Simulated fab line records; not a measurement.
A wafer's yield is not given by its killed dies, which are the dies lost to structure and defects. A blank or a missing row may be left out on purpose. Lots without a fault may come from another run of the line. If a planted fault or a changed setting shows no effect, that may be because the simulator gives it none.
fab line records | flow ritCmos
record lots=14 wafers=42 lastDay=7
route steps=202 shown NWELL@38 PWELL@48 GATE@83 PSD@148
lots untouched by any fault: they come from a run of this same line in which no faults occurred
startH: hours from the record's first day to the start of the lot's first wafer shown | waitH: hours elapsed since this lot's preceding step | " as in the row above | L1.1+2: several wafers, shown together as one row | - value missing, or start not given | * or withheld: withheld | < > ~ a bound
route shown NAME@n: a module of which the file shows steps, and the number in the route of the first | usual: mean and standard deviation over wafers with no fault | same: alike in all rows | chamber/n: place in a boat | sites: the reading at each site | _std_site: the standard deviation of these | _edge_site: outer sites' mean less inner sites' | radiusMm: for every site, how far away it sits from the centre of the wafer | mask NAME#n: copy n | behind: tool/chamber where the wafer was last shaped | hold: reason for holding the lot/hours on hold/outcome of the hold | device: which transistor (n, p or np) failed to switch | end of line: tests run on the same wafers once the route is complete | a step without rows: its recipe alone | killed: count of dies lost to structure and defects at first sort (not the wafer's yield) | map: dies across one wafer; x = killed, . = not, _ = none there
set.NAME: the setting as run; set.NAME@STEP: as run at that earlier step | model.NAME: the simulator's own value behind a step, which no gauge read
one table for each step of the route and one row for each wafer, over a sample of lots
services: from which hour (startH, from the record's first day; less than 0 if before it) a tool's chamber was out of use, for how many hours, and why
## steps
# step RIT_NWELL_TW_MEAS_10
# usual NWELL_TW=2111/13
# columns lot.wafer tool chamber startH waitH NWELL_TW
L891.4 filmMetro-03 - 22.37 0.1 2108
L891.5 " - " " 2102
L891.6 " - " " 2093
L893.4 filmMetro-01 - 32.34 0.1 2126
L893.5 " - " " 2117
L893.6 " - " " 2125
L895.2 filmMetro-01 - 41.59 0.1 2136
L895.3 " - " " 2123
L895.6 " - " " 2127
L899.1 filmMetro-04 - 63.11 0.1 2095
L899.4 " - " " 2097
L899.5 " - " " 2109
L901.2 filmMetro-04 - 71.55 0.1 2105
L901.5 " - " " 2115
L901.6 " - " " 2100
L903.2 filmMetro-01 - 81.58 0.1 2128
L903.3 " - " " 2123
L903.6 " - " " 2119
L904.2 filmMetro-04 - 87.96 0.1 2116
L904.3 " - " " 2115
L904.4 " - " " 2106
L905.1 filmMetro-04 - 91.64 0.1 2107
L905.5 " - " " 2108
L905.6 " - " " 2118
L908.1 filmMetro-04 - 107.65 0.1 2114
L908.3 " - " " 2115
L908.4 " - " " 2112
L909.1 filmMetro-03 - 112.29 0.1 2108
L909.5 " - " " 2094
L909.6 " - " " 2096
L910.2 filmMetro-03 - 116.18 0.1 2094
L910.5 " - " " 2098
L910.6 " - " " 2104
L911.2 filmMetro-01 - 123.35 0.1 2120
L911.4 " - " " 2117
L911.5 " - " " 2111
L912.4 filmMetro-01 - 126.16 0.1 2125
L912.5 " - " " 2113
L912.6 " - " " 2116
L914.3 filmMetro-03 - 136.20 0.1 2095
L914.4 " - " " 2099
L914.6 " - " " 2101
# step RIT_PWELL_STRIP_09
# recipe chemistry=O2 timeS=180 resist=NOVOLAK platenTempC=withheld powerW=500 pressureMtorr=4000 o2FlowSccm=4000
# usual chamberPressureMTorr=4000/4 drypumpMotorCurrentA=5.4/0.33
# columns lot.wafer tool chamber startH waitH chamberPressureMTorr drypumpMotorCurrentA rfHoursCounterH
L891.4 plasmaAsher-02 0 23.78 0.1 3996 5.8 -
L891.5 " 1 " " 3999 5.7 -
L891.6 " 0 " " 4002 5.8 -
L893.4 plasmaAsher-01 0 33.74 0.1 4002 5.2 -
L893.5 " 0 " " 4003 5.2 -
L893.6 " 1 " " 4003 5.7 -
L895.2 plasmaAsher-04 0 43.08 0.1 4004 5.4 40
L895.3 " 1 " " 4000 4.9 -
L895.6 " 1 " " 3999 4.9 -
L899.1 plasmaAsher-01 0 64.61 0.1 3999 5.2 27
L899.4 " 0 " " 3997 5.2 -
L899.5 " 1 " " 4001 5.7 -
L901.2 plasmaAsher-01 1 72.91 0.1 4000 5.7 28
L901.5 " 1 " " 4000 5.7 -
L901.6 " 0 " " 4002 5.2 -
L903.2 plasmaAsher-04 1 82.94 0.1 3994 4.9 44
L903.3 " 0 " " 3997 5.4 -
L903.6 " 0 " " 4001 5.4 -
L904.2 plasmaAsher-04 1 89.37 0.1 - - -
L904.3 " 1 " " - - -
L904.4 " 0 " " - - -
L905.1 plasmaAsher-01 1 93.05 0.1 - - -
L905.5 " 0 " " - - -
L905.6 " 1 " " - - -
L908.1 plasmaAsher-01 1 109.15 0.1 3999 5.7 33
L908.3 " 1 " " 3993 5.7 -
L908.4 " 0 " " 3998 5.2 -
L909.1 plasmaAsher-04 1 113.66 0.1 4000 4.9 49
L909.5 " 0 " " 4007 5.4 -
L909.6 " 1 " " 3994 4.9 -
L910.2 plasmaAsher-04 0 117.54 0.1 3998 5.4 50
L910.5 " 1 " " 4003 4.9 -
L910.6 " 0 " " 4001 5.4 -
L911.2 plasmaAsher-01 1 124.71 0.1 3994 5.7 35
L911.4 " 0 " " 4000 5.2 -
L911.5 " 1 " " 4004 5.7 -
L912.4 plasmaAsher-01 0 127.69 0.1 3998 5.2 -
L912.5 " 0 " " 3992 5.2 -
L912.6 " 1 " " 4003 5.8 -
L914.3 plasmaAsher-02 0 137.82 0.1 3998 5.8 -
L914.4 " 1 " " 3998 5.7 -
L914.6 " 0 " " 3997 5.8 -
# step RIT_GATE_THK_MEAS_07
# recipe reads=SiO2_of_GATE_OXIDATION_05
# usual GATE_OXIDE_THK=3.23/0.057
# columns lot.wafer tool chamber startH waitH GATE_OXIDE_THK[nm]
L891.4 filmMetro-01 - 35.05 0.0 3.25
L891.5 " - " " 3.23
L891.6 " - " " 3.26
L893.4 filmMetro-02 - 45.83 0.0 3.23
L893.5 " - " " 3.26
L893.6 " - " " 3.30
L895.2 filmMetro-01 - 54.70 0.0 3.19
L895.3 " - " " 3.29
L895.6 " - " " 3.27
L899.1 filmMetro-01 - 75.29 0.0 3.27
L899.4 " - " " 3.21
L899.5 " - " " 3.27
L901.2 filmMetro-01 - 84.72 0.0 3.19
L901.5 " - " " 3.13
L901.6 " - " " 3.20
L903.2 filmMetro-01 - 93.65 0.0 3.18
L903.3 " - " " 3.29
L903.6 " - " " 3.21
L908.1 filmMetro-01 - 120.32 0.0 3.27
L908.3 " - " " 3.26
L908.4 " - " " 3.29
L909.1 filmMetro-01 - 124.14 0.0 3.16
L909.5 " - " " 3.22
L909.6 " - " " 3.20
L910.2 filmMetro-04 - 128.23 0.0 3.19
L910.5 " - " " 3.15
L910.6 " - " " 3.25
L911.2 filmMetro-02 - 135.31 0.0 3.27
L911.4 " - " " 3.21
L911.5 " - " " 3.20
L912.4 filmMetro-01 - 139.46 0.0 3.26
L912.5 " - " " 3.28
L912.6 " - " " 3.20
L914.3 filmMetro-02 - 148.44 0.0 3.24
L914.4 " - " " 3.27
L914.6 " - " " 3.26
# step RIT_PSD_OVL_MEAS_06
# usual PSD_OVL=-0.2/1.2
# columns lot.wafer tool chamber startH waitH PSD_OVL[nm]
L891.4 overlay-02 - 50.20 - -0.1
L891.5 " - " " 0.0
L891.6 " - " " 0.3
L893.4 overlay-01 - 62.29 - 2.5
L893.5 " - " " 1.4
L893.6 " - " " -0.7
L895.2 overlay-02 - 68.91 - -1.1
L895.3 " - " " -1.0
L895.6 " - " " 0.1
L899.1 overlay-01 - 90.39 - -0.5
L899.4 " - " " 1.9
L899.5 " - " " -0.1
L901.2 overlay-02 - 99.56 - -0.2
L901.5 " - " " 2.5
L901.6 " - " " -0.8
L903.2 overlay-02 - 109.85 - 1.3
L903.3 " - " " 1.0
L903.6 " - " " 2.1
L908.1 overlay-02 - 134.69 - -1.0
L908.3 " - " " 0.8
L908.4 " - " " -1.5
L909.1 overlay-02 - 138.76 - 0.1
L909.5 " - " " -0.9
L909.6 " - " " 1.4
L910.2 overlay-01 - 144.21 - 0.8
L910.5 " - " " 0.7
L910.6 " - " " 0.7
L911.2 overlay-02 - 150.57 - 0.0
L911.4 " - " " 1.5
L911.5 " - " " 0.4
L912.4 overlay-02 - 155.63 - -0.2
L912.5 " - " " -0.1
L912.6 " - " " -1.8
L914.3 overlay-02 - 166.56 - -1.9
L914.4 " - " " -1.0
L914.6 " - " " 0.7
## services
# columns tool chamber startH hours kind
plasmaAsher-02 - 27.74 2.8 pm
plasmaAsher-04 - 31.89 3.0 repair
plasmaAsher-04 - 68.29 2.8 pm
plasmaAsher-02 - 91.14 0.5 repair
plasmaAsher-02 - 104.86 3.3 repair
plasmaAsher-02 - 105.39 0.4 repair
plasmaAsher-02 - 108.81 9.0 pm
plasmaAsher-02 0 108.81 9.0 ventCycle
plasmaAsher-02 1 108.81 9.0 ventCycle
plasmaAsher-02 0 117.81 - clean
plasmaAsher-02 1 117.81 - clean
## key
firstSign step=RIT_PWELL_STRIP_09 reading=toolRecord direction=missing
effect none on later readings
metAt RIT_PWELL_STRIP_09
struckLots L904,L905
laterRowsLeftOut L904.2,L904.3,L904.4,L905.1,L905.5,L905.6
sortLeftOut L904.2,L904.3,L904.4,L905.1,L905.5,L905.6
testerLeftOut L904,L905
notActingAt RIT_NWELL_TW_MEAS_10,RIT_GATE_THK_MEAS_07,RIT_PSD_OVL_MEAS_06
onsetBetween 82.94 89.37
fault kind=skippedStepWhole tool=plasmaAsher-01,plasmaAsher-04 chamber=- onsetH=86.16 steps=RIT_PWELL_STRIP_09 scope=struckLotsOnly
# testerLeftOut: of these lots the tester's yield and bins aren't shown, on N5 and GAA mostly nor the transistor test; their killed dies are dies lost to structure and defects alone, not to doping, threshold or leakage, so they don't give the yield
# sortLeftOut: the simulated sort isn't trusted on such a fault, so these wafers' sort isn't shown, and their yield isn't known
# laterRowsLeftOut: the simulator's readings of these wafers behind a module that went badly wrong aren't trusted and aren't shown, but for the sort
